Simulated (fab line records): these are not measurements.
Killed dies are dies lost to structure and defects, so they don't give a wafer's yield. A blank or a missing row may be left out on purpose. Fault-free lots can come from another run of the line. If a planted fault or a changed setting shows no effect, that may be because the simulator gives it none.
What tool caused it?	flow berkeley-cmos170	Sampling: 14 lots, 42 wafers, 3 of 331 route steps

## WHAT THE GAUGES READ, wafer by wafer
UCB170_M2_RS_MEAS_02: uses a four-point probe to measure. Usual: M2_AL_RS gives 0.0322 ohm/sq (standard deviation 0.00034).
lot	measured	on	M2_AL_RS (ohm/sq)	flag
L606	day 9 09:56	film-metro-03	0.0319 0.0325 0.0325	
L607	day 9 12:22	film-metro-04	0.0322 0.0325 0.0322	
L608	day 10 04:20	film-metro-04	0.0323 0.0323 0.0321	
L610	day 10 20:55	film-metro-02	0.0322 0.0320 0.0324	
L609	day 10 22:50	film-metro-03	0.0327 0.0319 0.0319	
L612	day 11 01:07	film-metro-03	0.0323 0.0326 0.0327	
L613	day 11 01:12	film-metro-04	0.0320 0.0319 0.0320	
L614	day 11 09:34	film-metro-02	0.0322 0.0319 0.0321	
L615	day 11 11:29	film-metro-02	0.0316 0.0312 0.0313	
L619	day 12 00:46	film-metro-02	0.0322 0.0320 0.0320	
L618	day 12 01:03	film-metro-02	0.0325 0.0321 0.0324	
L625	day 13 05:45	film-metro-04	0.0364 0.0322 0.0364	OFF
L628	day 14 00:34	film-metro-03	0.0323 0.0325 0.0324	
L627	day 14 02:11	film-metro-02	0.0326 0.0370 0.0325	OFF

UCB170_M2_THK_MEAS_03: measures by xrf. Usual: M2_AL_THK gives 890 nm (standard deviation 12).
lot	measured	on	M2_AL_THK (nm)	flag
L606	day 9 10:02	film-metro-03	901 879 886	
L607	day 9 12:29	film-metro-04	885 875 881	
L608	day 10 04:27	film-metro-04	879 876 880	
L610	day 10 21:01	film-metro-02	889 894 878	
L609	day 10 22:57	film-metro-03	884 895 906	
L612	day 11 01:13	film-metro-03	896 880 887	
L613	day 11 01:19	film-metro-04	881 887 882	
L614	day 11 09:41	film-metro-02	897 899 898	
L615	day 11 11:35	film-metro-02	913 923 921	
L619	day 12 00:52	film-metro-02	884 895 892	
L618	day 12 01:09	film-metro-02	878 892 883	
L625	day 13 05:52	film-metro-04	778 879 779	OFF
L628	day 14 00:41	film-metro-03	894 890 887	
L627	day 14 02:18	film-metro-02	885 780 883	OFF

## EACH LOT AND THE TOOL THAT RAN IT (in order: tool; ch and the chambers of the sampled wafers; start)
lot	UCB170_M2_SPUTTER_01
L606	pvd-sputter-01, day 9 09:50
L607	pvd-sputter-03, day 9 12:16
L608	pvd-sputter-01, day 10 04:14
L610	pvd-sputter-02, day 10 20:48
L609	pvd-sputter-03, day 10 22:44
L612	pvd-sputter-01, day 11 01:00
L613	pvd-sputter-02, day 11 01:07
L614	pvd-sputter-03, day 11 09:29
L615	pvd-sputter-01, day 11 11:23
L619	pvd-sputter-01, day 12 00:39
L618	pvd-sputter-02, day 12 00:56
L625	pvd-sputter-02, day 13 05:40
L628	pvd-sputter-01, day 14 00:29
L627	pvd-sputter-02, day 14 02:06
- UCB170_M2_SPUTTER_01: material Al, target thk 900 nm, time 120 s.

## WHAT THE TOOLS THEMSELVES READ (means of the sampled wafers that have a number; where no wafer has one, the mark that the record gives instead)
UCB170_M2_SPUTTER_01. Usual: throttle-valve-pct reads 30.5 % (standard deviation 1.1).
lot	tool	throttle-valve-pct (%)	flag
L606	pvd-sputter-01	30.0	
L607	pvd-sputter-03	29.9	
L608	pvd-sputter-01	30.6	
L610	pvd-sputter-02	30.4	
L609	pvd-sputter-03	31.5	
L612	pvd-sputter-01	30.6	
L613	pvd-sputter-02	30.1	
L614	pvd-sputter-03	29.8	
L615	pvd-sputter-01	30.5	
L619	pvd-sputter-01	30.0	
L618	pvd-sputter-02	30.2	
L625	pvd-sputter-02	31.6	
L628	pvd-sputter-01	29.4	
L627	pvd-sputter-02	31.2	

## THE ANSWER, worked out from the rows above alone
Rule: lot off if the mean of its wafers having a number is beyond 3 standard deviations from the usual mean. Also off: a lot with no number at a reading for which 4 or more lots have one. Any other lot the step has rows for is counted as sound. Order of review: gauges by route order, followed by the tools' own readings, for which a lot's mean as printed above is used. At the first step where some lot is off, the reading lying furthest off is the one used; lots without a number count as furthest.
Off: L625, L627, at UCB170_M2_RS_MEAS_02 (M2_AL_RS).
A tool fits if, at a process step before that reading, it ran every lot that is off, and no sound lot after the first of them. Those tools and the gauges at UCB170_M2_RS_MEAS_02 are tried in the same way. One fits: pvd-sputter-02 at UCB170_M2_SPUTTER_01. A fault onset in the window from L618 (day 12 00:56, its last sound lot) to L625 (day 13 05:40, its first lot off) fits.

## WHAT HAD BEEN PUT IN BY THE SIMULATOR
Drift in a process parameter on pvd-sputter-02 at UCB170_M2_SPUTTER_01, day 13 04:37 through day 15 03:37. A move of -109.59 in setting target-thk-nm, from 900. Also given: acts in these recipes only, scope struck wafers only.
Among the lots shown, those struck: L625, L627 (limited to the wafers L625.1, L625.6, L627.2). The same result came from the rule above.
